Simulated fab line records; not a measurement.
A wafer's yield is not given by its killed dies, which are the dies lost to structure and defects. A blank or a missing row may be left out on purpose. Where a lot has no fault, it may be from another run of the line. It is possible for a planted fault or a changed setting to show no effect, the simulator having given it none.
Which tool was responsible? || flow rit cmos || 10 lots, 30 wafers sampled, at 2 steps of a route of 202

## WHAT THE GAUGES SHOWED, per wafer
RIT_ACTIVE_THK_MEAS_04.
{"lot": "L507", "measured": "day 1 13:32", "on": "film metro-01", "ACTIVE_NITRIDE_THK (nm)": "151.8 152.8 151.4"}
{"lot": "L508", "measured": "day 1 20:31", "on": "film metro-02", "ACTIVE_NITRIDE_THK (nm)": "149.9 148.0 149.2"}
{"lot": "L511", "measured": "day 2 10:30", "on": "film metro-01", "ACTIVE_NITRIDE_THK (nm)": "184.7 184.2 184.3"}
{"lot": "L519", "measured": "day 4 01:32", "on": "film metro-04", "ACTIVE_NITRIDE_THK (nm)": "150.5 148.2 150.0"}
{"lot": "L521", "measured": "day 4 11:46", "on": "film metro-04", "ACTIVE_NITRIDE_THK (nm)": "147.5 149.3 149.6"}
{"lot": "L523", "measured": "day 4 21:32", "on": "film metro-02", "ACTIVE_NITRIDE_THK (nm)": "149.3 150.1 150.1"}
{"lot": "L526", "measured": "day 5 14:34", "on": "film metro-04", "ACTIVE_NITRIDE_THK (nm)": "147.2 147.6 148.2"}
{"lot": "L528", "measured": "day 5 22:36", "on": "film metro-01", "ACTIVE_NITRIDE_THK (nm)": "148.9 148.0 148.4"}
{"lot": "L529", "measured": "day 6 03:55", "on": "film metro-02", "ACTIVE_NITRIDE_THK (nm)": "150.4 150.9 150.8"}
{"lot": "L530", "measured": "day 6 08:44", "on": "film metro-01", "ACTIVE_NITRIDE_THK (nm)": "152.5 151.5 153.0"}

## WHAT TOOL EACH LOT RAN ON (gives the tool, then ch and the chambers of the sampled wafers, and finally the start)
{"lot": "L507", "RIT_ACTIVE_CVD_03": "lpcvd-02 ch 0, day 1 12:07"}
{"lot": "L508", "RIT_ACTIVE_CVD_03": "lpcvd-01 ch 1, day 1 19:06"}
{"lot": "L511", "RIT_ACTIVE_CVD_03": "lpcvd-02 ch 0, day 2 09:05"}
{"lot": "L519", "RIT_ACTIVE_CVD_03": "lpcvd-01 ch 0, day 4 00:07"}
{"lot": "L521", "RIT_ACTIVE_CVD_03": "lpcvd-01 ch 0, day 4 10:20"}
{"lot": "L523", "RIT_ACTIVE_CVD_03": "lpcvd-01 ch 1, day 4 20:07"}
{"lot": "L526", "RIT_ACTIVE_CVD_03": "lpcvd-01 ch 0, day 5 13:08"}
{"lot": "L528", "RIT_ACTIVE_CVD_03": "lpcvd-01 ch 0, day 5 21:10"}
{"lot": "L529", "RIT_ACTIVE_CVD_03": "lpcvd-02 ch 0, day 6 02:30"}
{"lot": "L530", "RIT_ACTIVE_CVD_03": "lpcvd-02 ch 0, day 6 07:19"}
- RIT_ACTIVE_CVD_03: deposits Si3N4 from SiH2Cl2/NH3, target thk 150 nm, time 1500 s.

## THE ANSWER, worked out from the rows above alone
Rule: the lots themselves supply what counts as usual. The widest of any qualifying gaps counts: lots, ordered by their means at a reading, are off when they make up no more than a third of the lots, leave a main group of 4 or more, and stand apart from it by 3 or more times the standard deviation of that group's means. The tables above print the reading to a certain number of digits; a main group whose means all agree to those digits is not used. Also off: a lot with no number at a reading for which 4 or more lots have one. Any other lot the step has rows for is counted as sound.
Off: at RIT_ACTIVE_THK_MEAS_04 (ACTIVE_NITRIDE_THK), L511. For the main group the mean is 149.8 nm and the standard deviation 1.5.
A tool fits if, at a process step before that reading, it ran every lot that is off, and no sound lot after the first of them. Gauges at RIT_ACTIVE_THK_MEAS_04: tried the same way as those tools. No candidate that was tried fits.

## WHAT WAS PUT IN BY THE SIMULATOR
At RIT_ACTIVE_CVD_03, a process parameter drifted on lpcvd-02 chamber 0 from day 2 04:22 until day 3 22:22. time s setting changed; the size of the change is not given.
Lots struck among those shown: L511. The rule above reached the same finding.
